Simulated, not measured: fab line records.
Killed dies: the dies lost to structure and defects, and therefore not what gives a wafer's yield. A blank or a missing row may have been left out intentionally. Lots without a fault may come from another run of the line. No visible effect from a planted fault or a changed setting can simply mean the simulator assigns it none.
Comparing a struck lot with a sound one | flow ritCmos | 15 steps out of a route of 202
Sound: the wafers L478.2, L478.4, L478.6. Wafers struck: L488.2, L488.3, L488.5. At the end, the cause is stated.
Order at every step that has rows: each side's tool, ch and its chambers, its first start. Under that, the readings that differ: sound wafers | struck wafers | difference of the means | sigmas: that difference in standard deviations of wafers without a fault.
alike: a reading whose means differ by less than 2 such deviations, as well as words and numbers matching on both sides. not compared: withheld readings; readings where some wafer has no value; bounds like >300 that might hide an equal value; numbers whose values overlap and for which the record gives no deviation.
Wherever a step has rows on one side only, a row that says differs or no value, or a row with sigmas, the two part there. Numbers that don't overlap but have no deviation are shown without sigmas and don't part them. Lack of a reading on every wafer of one side parts them only where that side has two or more wafers.

RIT_ACTIVE_THK_MEAS_02:
  sound on filmMetro-02, day 3 14:04; struck on filmMetro-04, day 5 16:04
  alike: ACTIVE_OXIDE_THK
then, 1 step without rows for these wafers: RIT_ACTIVE_CVD_03 (deposits Si3N4 from SiH2Cl2/NH3, target thk 150 nm, time 1500 s).
RIT_ACTIVE_THK_MEAS_04:
  sound on filmMetro-04, day 3 15:32; struck on filmMetro-02, day 5 17:32
  alike: ACTIVE_NITRIDE_THK
then, 6 steps without rows for these wafers: RIT_ACTIVE_HMDS_05 (prime time 60 s); RIT_ACTIVE_COAT_06 (resist thk 1000 nm); RIT_ACTIVE_SOFTBAKE_07 (time 60 s); RIT_ACTIVE_EXPOSE_08 (exposes mask M1, target cd 1400 nm); RIT_ACTIVE_PEB_09; RIT_ACTIVE_DEVELOP_10 (develop time 50 s).
RIT_ACTIVE_CD_MEAS_11: the cd target is 1400 nm.
  sound on cdSem-01, day 3 16:35; struck on cdSem-01, day 5 18:28
  alike: cdNm
then, 1 step without rows for these wafers: RIT_ACTIVE_HARDBAKE_12 (time 60 s).
RIT_ACTIVE_ETCH_13: etches Si3N4 in SF6, stops on SiO2, time 210 s, target depth 210 nm.
  sound on rieDiel-02 ch 1,2,3, day 3 16:50; struck on rieDiel-04 ch 0,1,3, day 5 18:43
  alike: drypumpMotorCurrentA, oesProductAu, throttleValvePct
  not compared: rfHoursCounterH
RIT_ACTIVE_STRIP_14: strips in O2, time 180 s.
  sound on plasmaAsher-03 ch 0,1, day 3 16:58; struck on plasmaAsher-04 ch 0,1, day 5 18:50
reading                      | sound          | struck         | difference | sigmas
chamberPressureMTorr (mTorr) | 4002 4005 3995 | 4794 4798 4805 | +798       | +99 or more
  alike: drypumpMotorCurrentA
  not compared: rfHoursCounterH
RIT_ACTIVE_CD_MEAS_90: the cd target is 1400 nm.
  sound on cdSem-02, day 3 17:10; struck on cdSem-02, day 5 19:02
  alike: cdNm
RIT_M1_PROBE_99:
  sound on prober-02, day 5 11:08; struck on prober-02, day 7 15:31
  alike: killedAtFrontEnd, killedDies, killedOpen, killedShort

## WHERE THEY PART
Only at RIT_ACTIVE_STRIP_14, within this record. Later steps at which nothing parts them and some readings are alike: RIT_ACTIVE_CD_MEAS_90, RIT_M1_PROBE_99.

WHY: what the simulator had put in
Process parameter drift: plasmaAsher-04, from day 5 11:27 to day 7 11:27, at RIT_ACTIVE_STRIP_14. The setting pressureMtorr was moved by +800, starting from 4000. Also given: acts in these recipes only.
